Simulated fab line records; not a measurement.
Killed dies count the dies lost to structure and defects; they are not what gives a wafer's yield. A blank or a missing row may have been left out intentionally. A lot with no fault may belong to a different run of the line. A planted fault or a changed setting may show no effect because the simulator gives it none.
A struck lot beside a sound one	flow rit cmos	23 out of 202 route steps
Sound: the wafers L400.3, L400.5, L400.6. Wafers L407.1, L407.2, L407.6 were the ones struck. Last of all comes the cause.
Each step with rows lists, per side, the tool, then ch with its chambers, then its first start. Under that, the readings that differ: sound wafers	struck wafers	difference of the means	sigmas: that difference in standard deviations of wafers without a fault.
alike: readings with means less than 2 such deviations apart, plus words and numbers identical on both sides. not compared: withheld readings, readings lacking a value on some wafer, bounds such as >300 that could conceal the same value, and numbers that have no deviation in the record and whose values overlap.
The two part at a step that has a row with sigmas, a row that says differs or no value, or rows on one side only. Non-overlapping numbers with no deviation appear without sigmas and do not part them. A reading missing from all wafers of one side parts the sides only when that side holds two or more wafers.

RIT_CONTACT_CD_MEAS_08: the cd target is 1000 nm.
  sound on cd sem-01, day 4 20:01; struck on cd sem-01, day 6 09:40
  alike: cd nm
RIT_CONTACT_OVL_MEAS_09:
  sound on overlay-02, day 4 20:07; struck on overlay-02, day 6 09:47
  alike: CONTACT_OVL
then, 1 step without rows for these wafers: RIT_CONTACT_HARDBAKE_10 (time 60 s).
RIT_CONTACT_ETCH_11: etches SiO2 in CHF3/CF4/Ar, stops on TiSi2, target depth 480 nm, time 320 s.
  sound on rie diel-04 ch 1,2, day 4 20:25; struck on rie diel-01 ch 0,3, day 6 09:59
  alike: CHF3_flow_sccm, drypump motor current A, oes product au, throttle valve pct
  not compared: rf hours counter h
RIT_CONTACT_STRIP_12: strips in O2, time 180 s.
  sound on plasma asher-02 ch 0,1, day 4 20:40; struck on plasma asher-03 ch 0,1, day 6 10:10
  alike: drypump motor current A
  not compared: rf hours counter h
RIT_CONTACT_CD_MEAS_90: the cd target is 1000 nm.
  sound on cd sem-01, day 4 20:50; struck on cd sem-01, day 6 10:21
  alike: cd nm
then, 2 steps without rows for these wafers: RIT_CONTACT_CLEAN_13 (cleans in SC1, time 600 s); RIT_CONTACT_CLEAN_14 (cleans in SC2, time 600 s).
RIT_M1_SPUTTER_00: material Al, target thk 400 nm, time 500 s.
  sound on pvd sputter-03, day 4 21:16; struck on pvd sputter-01, day 6 10:50
  alike: throttle valve pct
RIT_M1_RS_MEAS_01: measurement is done with a four-point probe.
  sound on film metro-02, day 4 21:35; struck on film metro-03, day 6 11:08
  alike: M1_AL_RS
RIT_M1_THK_MEAS_02: measures by xrf.
  sound on film metro-02, day 4 21:41; struck on film metro-03, day 6 11:15
  alike: M1_AL_THK
then, 1 step without rows for these wafers: RIT_M1_HMDS_03 (prime time 60 s).
RIT_M1_COAT_04: resist thk 1300 nm.
  sound on litho track-03 ch 0, day 4 21:56; struck on litho track-03 ch 0, day 6 11:28
reading	sound	struck	difference	sigmas
model.NOVOLAK_of_M1_COAT_04.thk nm (nm)	1305 1301 1306	1316 1315 1315	+11	
  alike: dispense pressure kPa
then, 4 steps without rows for these wafers: RIT_M1_SOFTBAKE_05 (time 60 s); RIT_M1_EXPOSE_06 (exposes mask M12, target cd 2600 nm); RIT_M1_PEB_07; RIT_M1_DEVELOP_08 (develop time 68 s).
RIT_M1_CD_MEAS_09: the cd target is 2600 nm.
  sound on cd sem-02, day 4 22:47; struck on cd sem-02, day 6 12:19
  alike: cd nm
RIT_M1_OVL_MEAS_10:
  sound on overlay-01, day 4 22:52; struck on overlay-02, day 6 12:26
  alike: M1_OVL
then, 1 step without rows for these wafers: RIT_M1_HARDBAKE_11 (time 120 s).
RIT_M1_METAL_ETCH_12: etches Al in Cl2/BCl3, stops on SiO2, time 165 s, target depth 600 nm.
  sound on rie metal-04 ch 0,1, day 4 23:12; struck on rie metal-02 ch 0,1, day 6 12:43
reading	sound	struck	difference	sigmas
model.NOVOLAK_of_M1_COAT_04.thk nm (nm)	808.8 810.2 810.1	823.6 821.9 822.5	+13.0	
  alike: drypump motor current A, oes product au, throttle valve pct
  not compared: rf hours counter h
then, 1 step without rows for these wafers: RIT_M1_STRIP_13 (strips in nmp, time 600 s).
RIT_M1_PROBE_99:
  the record has rows for the sound wafers here (prober-02, day 5 02:46) and none for the struck ones

== WHERE THEY PART ==
RIT_M1_PROBE_99 only, going by this record.

WHY: the cause the simulator had injected
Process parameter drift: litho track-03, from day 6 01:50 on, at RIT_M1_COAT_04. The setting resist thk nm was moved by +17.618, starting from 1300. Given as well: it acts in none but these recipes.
